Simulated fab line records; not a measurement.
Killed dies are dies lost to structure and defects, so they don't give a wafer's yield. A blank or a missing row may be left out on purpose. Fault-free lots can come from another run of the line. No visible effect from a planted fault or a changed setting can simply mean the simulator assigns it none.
A lot that was struck, set against a sound lot	flow berkeley cmos170	14 out of 331 route steps
Sound: wafers L803.1, L803.3, L803.6. The struck wafers were L795.2, L795.5, L795.6. Last of all comes the cause.
At each step with rows: each side's tool, then ch and its chambers, then its first start. Under that, the readings that differ: sound wafers	struck wafers	difference of the means	sigmas: that difference in standard deviations of wafers without a fault.
alike: readings with means less than 2 such deviations apart, plus words and numbers identical on both sides. not compared: withheld readings, readings lacking a value on some wafer, bounds such as >300 that could conceal the same value, and numbers that have no deviation in the record and whose values overlap.
Wherever a step has rows on one side only, a row that says differs or no value, or a row with sigmas, the two part there. Numbers that don't overlap but have no deviation are shown without sigmas and don't part them. Lack of a reading on every wafer of one side parts them only where that side has two or more wafers.

first, 3 steps without rows for these wafers: UCB170_PSD_EXPOSE_03 (exposes mask PSELECT MOD, target cd 1200 nm); UCB170_PSD_PEB_04; UCB170_PSD_DEVELOP_05 (develop time 45 s).
UCB170_PSD_CD_MEAS_06: the cd target is 1200 nm.
  sound on cd sem-02 at day 11 00:05; struck on cd sem-02 at day 9 04:07
  alike: cd nm
UCB170_PSD_OVL_MEAS_07:
  sound on overlay-02 at day 11 00:13; struck on overlay-02 at day 9 04:15
  alike: PSD_OVL
following that, these wafers have no rows for 1 step: UCB170_PSD_IMPLANT_08.
UCB170_PSD_STRIP_09: strips in O2.
  sound on plasma asher-04 ch 0,1, day 11 00:24; struck on plasma asher-02 ch 0,1, day 9 04:26
  alike: drypump motor current A, oes product au, strip time to endpoint s
  not compared: rf hours counter h
UCB170_PSD_TW_MEAS_10:
  sound on film metro-02 at day 11 00:30; struck on film metro-03 at day 9 04:32
  alike: PSD_TW
then, 4 steps without rows for these wafers: UCB170_PSD_CLEAN_11 (cleans in SPM, time 600 s); UCB170_NSD_HMDS_00 (prime time 60 s); UCB170_NSD_COAT_01 (resist thk 900 nm); UCB170_NSD_SOFTBAKE_02 (time 60 s).
UCB170_NSD_EXPOSE_03: exposes mask NSELECT MOD, target cd 1200 nm.
  sound on krf scanner-01 ch 0, day 11 01:52; struck on krf scanner-02, day 9 06:01
  no value came back on the struck wafers for exposure dose mJ cm2, focus offset nm (nm), na; on the sound wafers exposure dose mJ cm2 reads 30.49 30.43 30.51
  alike: mask
following that, these wafers have no rows for 1 step: UCB170_NSD_PEB_04.

WHERE THEY PART
Only at UCB170_NSD_EXPOSE_03, within this record.

WHY: the cause the simulator had injected
Entire step skipped (krf scanner-02, UCB170_NSD_EXPOSE_03), from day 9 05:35 onward. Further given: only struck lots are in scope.
